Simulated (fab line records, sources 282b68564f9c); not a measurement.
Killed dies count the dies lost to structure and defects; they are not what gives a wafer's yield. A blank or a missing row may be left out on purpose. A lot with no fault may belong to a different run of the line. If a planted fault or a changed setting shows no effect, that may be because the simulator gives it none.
fab line records + flow rit_cmos
record
- lots=14
- wafers=42
- last_day=7
route steps=202 shown NWELL@34 PWELL@42 NSD@137 M1@201
lots that met no fault: taken from a fault-free run of the same line
start_h: the number of hours between the record's first day and the start of the first shown wafer of the lot + wait_h: hours elapsed since this lot's preceding step + " same as the row above + L1.1+2: several wafers, shown together as one row + - either no value or no given start + * or withheld: withheld + < > ~ a bound
route shown NAME@n: a module of which the file shows steps, and the number in the route of the first + usual: the fault-free wafers' mean and standard deviation + same: alike in all rows + chamber/n: place in a boat + sites: each site's reading + _std_site: the standard deviation of these + _edge_site: inner sites' mean taken away from outer sites' mean + radius_mm: how far each site lies from the wafer's centre + mask NAME#n: copy n + behind: the tool/chamber that last shaped the wafer + hold: why the lot went on hold/how many hours it stayed there/how the hold came to an end + device: the transistor (n, p or np) that didn't switch + end of line: tests run on the same wafers once the route is complete + step lacking rows: just its recipe + killed: at the first sort, the dies lost to defects and structure; wafer yield is something else + map: per-die view of a wafer (x killed, . not killed, _ where there is no die)
set.NAME: the run value of the setting; set.NAME@STEP: its run value at that earlier step + model.NAME: the simulator's own value behind a step, which no gauge read
steps of the route over a sample of lots; a table a step, a row a wafer
services: the hour from which a tool's chamber was out of use, counted from the record's first day as start_h (under 0 if before that day), plus the number of hours and why
## steps
# step RIT_NWELL_OVL_MEAS_06
# usual
- NWELL_OVL=0.5/1.2
| lot.wafer | tool       | chamber | start_h | wait_h | NWELL_OVL[nm] |
|-----------|------------|---------|---------|--------|---------------|
| L131.1    | overlay-01 | -       | 42.14   | -      | -1.3          |
| L131.2    | "          | -       | "       | "      | 1.6           |
| L131.4    | "          | -       | "       | "      | 0.7           |
| L132.1    | overlay-01 | -       | 47.46   | -      | 2.2           |
| L132.2    | "          | -       | "       | "      | -0.1          |
| L132.4    | "          | -       | "       | "      | 0.1           |
| L133.3    | overlay-01 | -       | 52.61   | -      | 0.8           |
| L133.5    | "          | -       | "       | "      | 0.3           |
| L133.6    | "          | -       | "       | "      | 0.0           |
| L136.2    | overlay-01 | -       | 67.54   | -      | -0.5          |
| L136.5    | "          | -       | "       | "      | 0.9           |
| L136.6    | "          | -       | "       | "      | 2.9           |
| L137.2    | overlay-01 | -       | 74.00   | -      | 0.4           |
| L137.3    | "          | -       | "       | "      | 0.4           |
| L137.4    | "          | -       | "       | "      | 2.2           |
| L138.1    | overlay-01 | -       | 79.09   | -      | 3.6           |
| L138.2    | "          | -       | "       | "      | 1.4           |
| L138.4    | "          | -       | "       | "      | 1.7           |
| L139.3    | overlay-01 | -       | 83.57   | -      | 2.4           |
| L139.4    | "          | -       | "       | "      | 2.1           |
| L139.5    | "          | -       | "       | "      | 1.9           |
| L143.3    | overlay-01 | -       | 103.05  | -      | 1.7           |
| L143.5    | "          | -       | "       | "      | 1.5           |
| L143.6    | "          | -       | "       | "      | 2.0           |
| L144.2    | overlay-01 | -       | 106.75  | -      | -0.4          |
| L144.5    | "          | -       | "       | "      | 0.9           |
| L144.6    | "          | -       | "       | "      | 0.9           |
| L146.1    | overlay-01 | -       | 117.02  | -      | 0.1           |
| L146.2    | "          | -       | "       | "      | -0.5          |
| L146.6    | "          | -       | "       | "      | 0.0           |
| L147.2    | overlay-02 | -       | 121.09  | -      | -1.4          |
| L147.4    | "          | -       | "       | "      | 0.4           |
| L147.5    | "          | -       | "       | "      | 0.1           |
| L148.2    | overlay-02 | -       | 127.38  | -      | -0.8          |
| L148.5    | "          | -       | "       | "      | 0.2           |
| L148.6    | "          | -       | "       | "      | 0.3           |
| L149.1    | overlay-01 | -       | 132.56  | -      | -0.9          |
| L149.3    | "          | -       | "       | "      | -1.0          |
| L149.6    | "          | -       | "       | "      | -1.1          |
| L150.2    | overlay-02 | -       | 136.60  | -      | -0.7          |
| L150.5    | "          | -       | "       | "      | -1.5          |
| L150.6    | "          | -       | "       | "      | 0.2           |
# step RIT_PWELL_EXPOSE_03
# recipe
- mask_id=M3
- na=0.57
- target_cd_nm=43700
- dose_mj=250
# usual
- exposure_dose_mJ_cm2=250.02/0.26
- focus_offset_nm=0.0/0.58
| lot.wafer | tool             | chamber | start_h | wait_h | mask | exposure_dose_mJ_cm2 | focus_offset_nm |
|-----------|------------------|---------|---------|--------|------|----------------------|-----------------|
| L131.1    | iline_stepper-01 | 0       | 43.38   | 0.2    | M3#0 | 249.84               | 0.5             |
| L131.2    | "                | 0       | "       | "      | M3#0 | 249.74               | 0.2             |
| L131.4    | "                | 0       | "       | "      | M3#0 | 250.14               | 0.5             |
| L132.1    | iline_stepper-01 | 0       | 48.98   | 0.1    | M3#0 | 250.30               | 0.0             |
| L132.2    | "                | 0       | "       | "      | M3#0 | 250.23               | -0.8            |
| L132.4    | "                | 0       | "       | "      | M3#0 | 250.54               | -0.2            |
| L133.3    | iline_stepper-02 | 0       | 53.97   | 0.2    | M3#0 | 249.94               | 0.6             |
| L133.5    | "                | 0       | "       | "      | M3#0 | 249.99               | 0.4             |
| L133.6    | "                | 0       | "       | "      | M3#0 | 250.36               | 1.2             |
| L136.2    | iline_stepper-01 | 0       | 68.80   | 0.2    | M3#0 | 250.24               | -0.8            |
| L136.5    | "                | 0       | "       | "      | M3#0 | 249.75               | -0.4            |
| L136.6    | "                | 0       | "       | "      | M3#0 | 250.19               | -0.5            |
| L137.2    | iline_stepper-01 | 0       | 75.14   | 0.1    | M3#0 | 249.48               | -0.1            |
| L137.3    | "                | 0       | "       | "      | M3#0 | 249.63               | -0.9            |
| L137.4    | "                | 0       | "       | "      | M3#0 | 249.54               | 0.3             |
| L138.1    | iline_stepper-01 | -       | 80.26   | 0.1    | M3#0 | -                    | -               |
| L138.2    | "                | -       | "       | "      | M3#0 | -                    | -               |
| L138.4    | "                | -       | "       | "      | M3#0 | -                    | -               |
| L139.3    | iline_stepper-02 | -       | 84.84   | 0.2    | M3#0 | -                    | -               |
| L139.4    | "                | -       | "       | "      | M3#0 | -                    | -               |
| L139.5    | "                | -       | "       | "      | M3#0 | -                    | -               |
| L143.3    | iline_stepper-01 | 0       | 104.20  | 0.1    | M3#0 | 250.04               | 0.2             |
| L143.5    | "                | 0       | "       | "      | M3#0 | 250.18               | 1.2             |
| L143.6    | "                | 0       | "       | "      | M3#0 | 249.80               | 0.5             |
| L144.2    | iline_stepper-02 | 0       | 108.01  | 0.2    | M3#0 | 250.07               | -0.2            |
| L144.5    | "                | 0       | "       | "      | M3#0 | 249.83               | -0.2            |
| L144.6    | "                | 0       | "       | "      | M3#0 | 249.87               | -0.4            |
| L146.1    | iline_stepper-02 | 0       | 118.15  | 0.1    | M3#0 | 250.23               | 0.4             |
| L146.2    | "                | 0       | "       | "      | M3#0 | 250.00               | 0.5             |
| L146.6    | "                | 0       | "       | "      | M3#0 | 250.26               | 0.0             |
| L147.2    | iline_stepper-02 | 0       | 122.22  | 0.1    | M3#0 | 250.28               | -0.2            |
| L147.4    | "                | 0       | "       | "      | M3#0 | 249.83               | 0.4             |
| L147.5    | "                | 0       | "       | "      | M3#0 | 250.18               | 0.7             |
| L148.2    | iline_stepper-01 | 0       | 128.64  | 0.2    | M3#0 | 249.84               | -0.2            |
| L148.5    | "                | 0       | "       | "      | M3#0 | 250.16               | 0.2             |
| L148.6    | "                | 0       | "       | "      | M3#0 | 249.73               | -0.1            |
| L149.1    | iline_stepper-01 | 0       | 133.75  | 0.1    | M3#0 | 250.23               | -0.4            |
| L149.3    | "                | 0       | "       | "      | M3#0 | 250.28               | 0.2             |
| L149.6    | "                | 0       | "       | "      | M3#0 | 250.69               | -0.6            |
| L150.2    | iline_stepper-01 | 0       | 137.73  | 0.1    | M3#0 | 250.03               | 0.4             |
| L150.5    | "                | 0       | "       | "      | M3#0 | 250.48               | -1.1            |
| L150.6    | "                | 0       | "       | "      | M3#0 | 250.01               | 0.5             |
# step RIT_NSD_OVL_MEAS_06
# usual
- NSD_OVL=0.2/1.3
| lot.wafer | tool       | chamber | start_h | wait_h | NSD_OVL[nm] |
|-----------|------------|---------|---------|--------|-------------|
| L131.1    | overlay-01 | -       | 73.44   | -      | -2.1        |
| L131.2    | "          | -       | "       | "      | -2.1        |
| L131.4    | "          | -       | "       | "      | 1.0         |
| L132.1    | overlay-01 | -       | 78.09   | -      | -1.3        |
| L132.2    | "          | -       | "       | "      | 1.3         |
| L132.4    | "          | -       | "       | "      | 0.5         |
| L133.3    | overlay-01 | -       | 84.45   | -      | 1.9         |
| L133.5    | "          | -       | "       | "      | 0.4         |
| L133.6    | "          | -       | "       | "      | -2.1        |
| L136.2    | overlay-01 | -       | 98.57   | -      | 1.2         |
| L136.5    | "          | -       | "       | "      | 1.5         |
| L136.6    | "          | -       | "       | "      | 1.3         |
| L137.2    | overlay-02 | -       | 104.76  | -      | 1.2         |
| L137.3    | "          | -       | "       | "      | -0.9        |
| L137.4    | "          | -       | "       | "      | -1.8        |
| L138.1    | overlay-02 | -       | 107.87  | -      | -2.9        |
| L138.2    | "          | -       | "       | "      | -0.5        |
| L138.4    | "          | -       | "       | "      | -1.4        |
| L139.3    | overlay-02 | -       | 112.68  | -      | 1.1         |
| L139.4    | "          | -       | "       | "      | 1.4         |
| L139.5    | "          | -       | "       | "      | 1.1         |
| L143.3    | overlay-01 | -       | 131.71  | -      | 0.2         |
| L143.5    | "          | -       | "       | "      | -0.3        |
| L143.6    | "          | -       | "       | "      | 0.0         |
| L144.2    | overlay-02 | -       | 134.61  | -      | -0.2        |
| L144.5    | "          | -       | "       | "      | 0.5         |
| L144.6    | "          | -       | "       | "      | -1.0        |
| L146.1    | overlay-01 | -       | 145.05  | -      | -0.9        |
| L146.2    | "          | -       | "       | "      | 0.5         |
| L146.6    | "          | -       | "       | "      | 0.4         |
| L147.2    | overlay-02 | -       | 148.77  | -      | -0.1        |
| L147.4    | "          | -       | "       | "      | -0.7        |
| L147.5    | "          | -       | "       | "      | 2.1         |
| L148.2    | overlay-01 | -       | 156.06  | -      | -0.2        |
| L148.5    | "          | -       | "       | "      | -0.4        |
| L148.6    | "          | -       | "       | "      | -1.6        |
| L149.1    | overlay-02 | -       | 160.05  | -      | 0.1         |
| L149.3    | "          | -       | "       | "      | 0.5         |
| L149.6    | "          | -       | "       | "      | 1.7         |
| L150.2    | overlay-01 | -       | 167.14  | -      | 0.7         |
| L150.5    | "          | -       | "       | "      | 0.9         |
| L150.6    | "          | -       | "       | "      | 0.8         |
# step RIT_M1_BOW_MEAS_16
# recipe
- mode=bow
# usual
- M1_BOW=17/7.1
| lot.wafer | tool          | chamber | start_h | wait_h | M1_BOW[um] |
|-----------|---------------|---------|---------|--------|------------|
| L131.1    | film_metro-03 | -       | 83.08   | 0.0    | 8          |
| L131.2    | "             | -       | "       | "      | 18         |
| L131.4    | "             | -       | "       | "      | 15         |
| L132.1    | film_metro-03 | -       | 87.92   | 0.0    | 7          |
| L132.2    | "             | -       | "       | "      | 19         |
| L132.4    | "             | -       | "       | "      | 14         |
| L133.3    | film_metro-02 | -       | 94.29   | 0.0    | 25         |
| L133.5    | "             | -       | "       | "      | 28         |
| L133.6    | "             | -       | "       | "      | -1         |
| L136.2    | film_metro-01 | -       | 108.72  | 0.0    | 11         |
| L136.5    | "             | -       | "       | "      | 6          |
| L136.6    | "             | -       | "       | "      | 12         |
| L137.2    | film_metro-03 | -       | 114.71  | 0.0    | 31         |
| L137.3    | "             | -       | "       | "      | 16         |
| L137.4    | "             | -       | "       | "      | 29         |
| L138.1    | film_metro-02 | -       | 117.59  | 0.0    | 23         |
| L138.2    | "             | -       | "       | "      | 17         |
| L138.4    | "             | -       | "       | "      | 13         |
| L139.3    | film_metro-01 | -       | 122.67  | 0.0    | 18         |
| L139.4    | "             | -       | "       | "      | 23         |
| L139.5    | "             | -       | "       | "      | 26         |
| L143.3    | film_metro-03 | -       | 141.94  | 0.0    | 21         |
| L143.5    | "             | -       | "       | "      | 15         |
| L143.6    | "             | -       | "       | "      | 5          |
| L144.2    | film_metro-03 | -       | 144.47  | 0.0    | 15         |
| L144.5    | "             | -       | "       | "      | 15         |
| L144.6    | "             | -       | "       | "      | 25         |
| L146.1    | film_metro-01 | -       | 154.83  | 0.0    | 11         |
| L146.2    | "             | -       | "       | "      | 22         |
| L146.6    | "             | -       | "       | "      | 25         |
| L147.2    | film_metro-01 | -       | 158.54  | 0.0    | 15         |
| L147.4    | "             | -       | "       | "      | 15         |
| L147.5    | "             | -       | "       | "      | 16         |
| L148.2    | film_metro-03 | -       | 165.70  | 0.0    | 3          |
| L148.5    | "             | -       | "       | "      | 22         |
| L148.6    | "             | -       | "       | "      | 9          |
| L149.1    | film_metro-03 | -       | 169.95  | 0.0    | 12         |
| L149.3    | "             | -       | "       | "      | 14         |
| L149.6    | "             | -       | "       | "      | 33         |
| L150.2    | film_metro-03 | -       | 177.18  | 0.0    | 7          |
| L150.5    | "             | -       | "       | "      | 8          |
| L150.6    | "             | -       | "       | "      | 14         |
## services
| tool             | chamber | start_h | hours | kind        |
|------------------|---------|---------|-------|-------------|
| iline_stepper-02 | -       | 31.40   | 1.7   | pm          |
| iline_stepper-02 | -       | 35.11   | 0.9   | repair      |
| iline_stepper-01 | 0       | 35.88   | -     | calibration |
| iline_stepper-02 | 0       | 64.84   | -     | calibration |
| iline_stepper-01 | -       | 86.13   | 1.8   | repair      |
## key
first_sign
- step=RIT_PWELL_EXPOSE_03
- reading=tool_record
- direction=missing
effect none on later readings
met_at RIT_PWELL_EXPOSE_03
struck_lots L138,L139
sort_left_out L138.1,L138.2,L138.4,L139.3,L139.4,L139.5
tester_left_out L138,L139
not_acting_at RIT_NWELL_OVL_MEAS_06,RIT_NSD_OVL_MEAS_06,RIT_M1_BOW_MEAS_16
onset_between 75.14 80.26
fault
- kind=skipped_step_whole
- tool=iline_stepper-01,iline_stepper-02
- chamber=-
- onset_h=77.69
- steps=RIT_PWELL_EXPOSE_03
- scope=struck_lots_only
# tester_left_out: of these lots the tester's yield and bins aren't shown, on N5 and GAA mostly nor the transistor test; their killed dies are dies lost to structure and defects alone, not to doping, threshold or leakage, so they don't give the yield
# sort_left_out: the simulated sort isn't trusted on such a fault, so these wafers' sort isn't shown, and their yield isn't known
